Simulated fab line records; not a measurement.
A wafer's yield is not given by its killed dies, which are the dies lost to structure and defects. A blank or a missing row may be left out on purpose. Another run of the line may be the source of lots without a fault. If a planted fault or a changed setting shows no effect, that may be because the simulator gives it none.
Problem report, 8D (eight disciplines) form, completed by code || flow rit_cmos || the parts of the form that need people (team, actions taken, sign-off) are left out

1. WHAT IS WRONG
A mean of 348.5 W is read at RIT_SPACER_ETCHBACK_05 for rf_fwd_power_W, taken on 1 wafer of 1 lot, against 249.2 W (standard deviation 0.78) on wafers free of any fault. That is +99 or more standard deviations from the usual mean.
The step: etches Si3N4 in SF6/CHF3, stops on SiO2, target depth 250 nm, time 240 s.
Seen first at day 6 10:46 on rie_diel-01, wafer L457.2. At this step, 15 wafers from 5 lots have a number in the record. Rule for "out" (also "out of limits"): further than 4 standard deviations from the usual mean. Any other wafer with a number is counted as sound.

2. WHAT IT IS AND WHAT IT IS NOT
{"question": "which readings at this step", "is": "rf_fwd_power_W", "is not": "drypump_motor_current_A, oes_product_au, throttle_valve_pct"}
{"question": "which lots", "is": "L457", "is not": "L443, L449, L458, L464"}
{"question": "which wafers of those lots", "is": "L457.2", "is not": "L457.1, L457.6"}
{"question": "read on which tools", "is": "rie_diel-01", "is not": "rie_diel-02, rie_diel-04"}
{"question": "when", "is": "from day 6 10:46", "is not": "up to then (8 sound wafers); but 6 sound wafers of L458, L464 came after"}

3. SUSPECTS, AND WHAT RULES EACH OUT
Counting: a tool at a process step up to the reading stays a suspect if it ran every lot that is out. Sound lots after the first of them don't rule it out here, since some wafers of a struck lot are sound.
- plasma_asher-02 at RIT_PLDD_STRIP_09 (strips in O2, time 180 s): kept. It ran the lot that is out, L457 (day 6 07:32).
- rie_diel-01 at RIT_SPACER_ETCHBACK_05 (etches Si3N4 in SF6/CHF3, stops on SiO2, target depth 250 nm, time 240 s): kept. It ran the lot that is out, L457 (day 6 10:46); its last sound lot up to then is L449 (day 4 19:52). Its own readings are out on those wafers: rf_fwd_power_W.
- The sound lot-mates ran in chamber 1 of plasma_asher-02 at RIT_PLDD_STRIP_09, but the wafers that are out ran in chamber 0.
- The sound lot-mates ran in chamber 1 of rie_diel-01 at RIT_SPACER_ETCHBACK_05, but the wafers that are out ran in chamber 3.
After counting, plasma_asher-02 at RIT_PLDD_STRIP_09 and rie_diel-01 at RIT_SPACER_ETCHBACK_05 remain.

4. THE CAUSE (what the simulator had put in)
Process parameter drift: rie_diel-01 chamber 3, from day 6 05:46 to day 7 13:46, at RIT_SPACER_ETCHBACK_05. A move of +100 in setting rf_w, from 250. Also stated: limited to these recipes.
Of the 2 suspects that counting leaves, this tool is one.

5. SEQUENCE OF EFFECTS, ordered by route
Each row: a reading whose mean over the struck wafers that have a number lies more than 3 standard deviations from the usual. Only readings whose record carries a usual standard deviation are examined. hours: median over the lots of the time between each lot's start at the first step of this table that gives one and its start at this step. sigmas: the change, counted in usual standard deviations.
{"hours": 0, "step": "RIT_SPACER_ETCHBACK_05", "reading": "rf_fwd_power_W", "usual": "249.2 W", "on struck wafers": 348.5, "change": "+99.3", "sigmas": "+99 or more"}
Its process steps:
- RIT_SPACER_ETCHBACK_05: etches Si3N4 in SF6/CHF3, stops on SiO2, target depth 250 nm, time 240 s.
Later steps that measure or inspect, where all struck wafers having a row at the step show a number for every such reading and not one has moved that far: RIT_NSD_OVL_MEAS_06, RIT_NSD_TW_MEAS_10, RIT_PSD_OVL_MEAS_06, RIT_PSD_TW_MEAS_10, RIT_SDANNEAL_RS_MEAS_04, RIT_SDANNEAL_RS_MEAS_05, RIT_SDANNEAL_RS_MEAS_06.

6. WHAT WOULD HAVE CAUGHT IT SOONER
First out-of-limits reading in this record: day 6 10:46, which is 5 hours after fault onset at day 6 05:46.
